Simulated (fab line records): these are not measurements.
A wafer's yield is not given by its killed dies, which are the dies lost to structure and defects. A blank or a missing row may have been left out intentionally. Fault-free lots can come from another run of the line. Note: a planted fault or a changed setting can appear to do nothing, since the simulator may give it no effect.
The tool behind it: which one?    flow rit-cmos    Sampling: 13 lots, 39 wafers, 7 of 202 route steps

== WHAT EACH GAUGE READ, for each wafer ==
RIT_NWELL_OVL_MEAS_06.
lot   measured     on          NWELL_OVL (nm)
L224  day 2 02:08  overlay-02  -0.1 -2.2 0.1
L227  day 2 14:34  overlay-02  1.5 2.5 2.2
L228  day 2 17:41  overlay-02  2.9 2.6 2.8
L229  day 2 22:17  overlay-02  4.6 4.2 4.1
L230  day 3 04:31  overlay-02  -0.2 2.1 1.3
L231  day 3 09:13  overlay-02  -0.3 0.2 -0.6
L232  day 3 14:00  overlay-02  2.0 1.0 -0.6
L235  day 4 06:11  overlay-02  0.4 0.6 2.5
L236  day 4 09:33  overlay-02  - - -
L243  day 5 19:55  overlay-01  1.4 2.6 3.8
L244  day 6 01:26  overlay-01  5.1 1.7 4.3
L246  day 6 10:36  overlay-02  0.7 -0.1 -0.5
L247  day 6 15:13  overlay-01  1.9 2.0 4.1

RIT_NWELL_TW_MEAS_10.
lot   measured     on             NWELL_TW
L224  day 2 02:45  film-metro-04  2186 2191 2196
L227  day 2 15:11  film-metro-02  2195 2206 2192
L228  day 2 18:18  film-metro-02  2182 2183 2188
L229  day 2 22:57  film-metro-03  2164 2169 2174
L230  day 3 05:08  film-metro-04  2184 2191 2185
L231  day 3 09:50  film-metro-02  2188 2193 2187
L232  day 3 14:41  film-metro-03  2162 2163 2146
L235  day 4 06:47  film-metro-03  2166 2161 2160
L236  day 4 10:10  film-metro-03  30 30 30
L243  day 5 20:31  film-metro-02  2179 2184 2164
L244  day 6 02:02  film-metro-04  2191 2182 2192
L246  day 6 11:13  film-metro-04  2192 2179 2190
L247  day 6 15:49  film-metro-02  2159 2169 2169

RIT_PWELL_TW_MEAS_10.
lot   measured     on             PWELL_TW
L224  day 2 04:35  film-metro-04  971 969 969
L227  day 2 16:48  film-metro-02  968 963 968
L228  day 2 19:51  film-metro-03  958 959 959
L229  day 3 00:47  film-metro-02  969 973 974
L230  day 3 06:49  film-metro-04  966 970 965
L231  day 3 11:30  film-metro-02  965 964 956
L232  day 3 16:29  film-metro-03  948 951 945
L235  day 4 08:28  film-metro-03  955 953 949
L236  day 4 11:56  film-metro-03  2223 2215 2214
L243  day 5 22:12  film-metro-03  944 944 946
L244  day 6 03:35  film-metro-03  945 943 948
L246  day 6 12:52  film-metro-02  959 956 951
L247  day 6 17:34  film-metro-02  957 964 955

RIT_PRETRO_OVL_MEAS_06.
lot   measured     on          PRETRO_OVL (nm)
L224  day 2 12:44  overlay-02  1.0 0.5 2.1
L227  day 3 00:46  overlay-02  2.9 1.1 0.9
L228  day 3 03:44  overlay-02  0.9 0.4 1.5
L229  day 3 08:36  overlay-02  1.5 3.0 2.8
L230  day 3 14:44  overlay-02  -0.5 0.4 1.6
L231  day 3 19:26  overlay-02  0.5 2.9 2.4
L232  day 4 00:32  overlay-02  0.3 2.2 0.7
L235  day 4 16:17  overlay-02  0.3 0.3 1.2
L236  day 4 20:25  overlay-01  1.7 1.0 1.0
L243  day 6 06:40  overlay-01  2.2 2.6 0.5
L244  day 6 11:26  overlay-02  2.2 2.7 1.0
L246  day 6 21:34  overlay-02  2.8 0.9 1.6
L247  day 7 01:23  overlay-01  3.0 0.8 0.5

== WHICH TOOL RAN EACH LOT (tool, then ch and the chambers of the sampled wafers, then the start) ==
lot   RIT_ACTIVE_ETCH_13                 RIT_NWELL_EXPOSE_03                 RIT_NRETRO_STRIP_09
L224  rie-diel-03 ch 2,3, day 1 14:48    iline-stepper-01 ch 0, day 2 01:44  plasma-asher-02 ch 0,1, day 2 11:29
L227  rie-diel-04 ch 0,2, day 2 07:33    iline-stepper-01 ch 0, day 2 14:08  plasma-asher-01 ch 1, day 2 23:29
L228  rie-diel-03 ch 0,1, day 2 12:15    iline-stepper-01 ch 0, day 2 17:17  plasma-asher-02 ch 0,1, day 3 02:40
L229  rie-diel-04 ch 1,2, day 2 16:32    iline-stepper-02 ch 0, day 2 21:39  plasma-asher-02 ch 0,1, day 3 07:28
L230  rie-diel-03 ch 0,1,3, day 2 21:19  iline-stepper-02 ch 0, day 3 04:05  plasma-asher-02 ch 0,1, day 3 13:30
L231  rie-diel-04 ch 0,2,3, day 3 02:46  iline-stepper-01 ch 0, day 3 08:48  plasma-asher-01 ch 0,1, day 3 18:11
L232  rie-diel-03 ch 0,1,2, day 3 08:33  iline-stepper-01 ch 0, day 3 13:35  plasma-asher-04 ch 0,1, day 3 23:21
L235  rie-diel-01 ch 0,3, day 3 22:14    iline-stepper-02 ch 0, day 4 05:45  plasma-asher-02 ch 0,1, day 4 15:10
L236  rie-diel-01 ch 0,1, day 4 03:34    iline-stepper-02 ch 0, day 4 09:08  plasma-asher-02 ch 0,1, day 4 19:10
L243  rie-diel-04 ch 0,1,2, day 5 13:47  iline-stepper-01 ch 0, day 5 19:29  plasma-asher-01 ch 0, day 6 05:33
L244  rie-diel-04 ch 0,2,3, day 5 19:02  iline-stepper-02 ch 0, day 6 01:00  plasma-asher-04 ch 0,1, day 6 10:19
L246  rie-diel-03 ch 1,2,3, day 6 05:07  iline-stepper-01 ch 0, day 6 10:11  plasma-asher-04 ch 0,1, day 6 20:20
L247  rie-diel-01 ch 0,1,3, day 6 09:43  iline-stepper-01 ch 0, day 6 14:47  plasma-asher-01 ch 0,1, day 7 00:16
- RIT_ACTIVE_ETCH_13: etches Si3N4 in SF6, stops on SiO2, time 210 s, target depth 210 nm.
- RIT_NWELL_EXPOSE_03: exposes mask M2, target cd 43900 nm.
- RIT_NRETRO_STRIP_09: strips in O2, time 180 s.

== WHAT THE TOOLS THEMSELVES READ (means of the sampled wafers that have a number; where no wafer has one, the mark that the record gives instead) ==
RIT_ACTIVE_ETCH_13.
lot   tool         chamber-pressure-mTorr (mTorr)  drypump-motor-current-A (A)  oes-product-au (a.u.)  rf-fwd-power-W (W)  throttle-valve-pct (%)
L224  rie-diel-03  260.03                          6.6                          0.786                  125.0               7.45
L227  rie-diel-04  260.02                          5.7                          0.790                  124.4               7.44
L228  rie-diel-03  259.87                          5.9                          0.814                  124.9               7.53
L229  rie-diel-04  259.81                          5.3                          0.819                  124.5               7.59
L230  rie-diel-03  260.12                          6.0                          0.803                  124.7               7.48
L231  rie-diel-04  260.01                          5.5                          0.810                  124.5               7.53
L232  rie-diel-03  260.02                          6.1                          0.803                  124.1               7.54
L235  rie-diel-01  260.02                          5.9                          0.810                  124.9               7.40
L236  rie-diel-01  260.02                          6.0                          0.816                  125.0               7.49
L243  rie-diel-04  260.16                          5.5                          0.814                  124.9               7.52
L244  rie-diel-04  260.15                          5.5                          0.807                  124.8               7.53
L246  rie-diel-03  260.05                          6.3                          0.798                  124.9               7.43
L247  rie-diel-01  259.98                          6.0                          0.807                  125.0               7.43

RIT_NWELL_EXPOSE_03.
lot   tool              focus-offset-nm (nm)
L224  iline-stepper-01  0.1
L227  iline-stepper-01  0.3
L228  iline-stepper-01  -0.1
L229  iline-stepper-02  0.5
L230  iline-stepper-02  0.0
L231  iline-stepper-01  -0.8
L232  iline-stepper-01  0.2
L235  iline-stepper-02  -0.1
L236  iline-stepper-02  -0.0
L243  iline-stepper-01  0.5
L244  iline-stepper-02  0.0
L246  iline-stepper-01  0.2
L247  iline-stepper-01  -0.1

RIT_NRETRO_STRIP_09.
lot   tool             chamber-pressure-mTorr (mTorr)  drypump-motor-current-A (A)
L224  plasma-asher-02  4004                            6.0
L227  plasma-asher-01  3995                            6.0
L228  plasma-asher-02  4000                            5.8
L229  plasma-asher-02  4003                            6.0
L230  plasma-asher-02  4002                            5.8
L231  plasma-asher-01  4003                            5.7
L232  plasma-asher-04  4001                            5.7
L235  plasma-asher-02  3999                            5.8
L236  plasma-asher-02  3997                            5.9
L243  plasma-asher-01  4001                            5.0
L244  plasma-asher-04  4001                            5.7
L246  plasma-asher-04  4000                            5.4
L247  plasma-asher-01  4004                            5.7

== THE ANSWER, worked out from the rows above alone ==
Rule: what is usual is taken from the lots themselves. The widest of any qualifying gaps counts: lots, ordered by their means at a reading, are off when they make up no more than a third of the lots, leave a main group of 4 or more, and stand apart from it by 3 or more times the standard deviation of that group's means. A main group is skipped when, at the precision printed for the reading in the tables above, its means are all equal. Also off: a lot with no number at a reading for which 4 or more lots have one. Any other lot the step has rows for is counted as sound. The gauges are gone through in route order, then the tools' own readings, and for those a lot's mean is taken as printed above. The first step at which some lot is off is used, and at that step the reading that is off furthest; a lot without a number counts as furthest.
Off: L236, seen at RIT_NWELL_OVL_MEAS_06 (NWELL_OVL). Without a number there: L236. The main group has a mean of 1.7 nm with a standard deviation of 1.5.
A tool fits if, at a process step before that reading, it ran every lot that is off, and no sound lot after the first of them. The gauges at RIT_NWELL_OVL_MEAS_06 aren't tried: what is off there is off at RIT_NWELL_TW_MEAS_10 too, on other tools, and a gauge's error can't cause that. None of those tried fits.

== WHAT HAD BEEN PUT IN BY THE SIMULATOR ==
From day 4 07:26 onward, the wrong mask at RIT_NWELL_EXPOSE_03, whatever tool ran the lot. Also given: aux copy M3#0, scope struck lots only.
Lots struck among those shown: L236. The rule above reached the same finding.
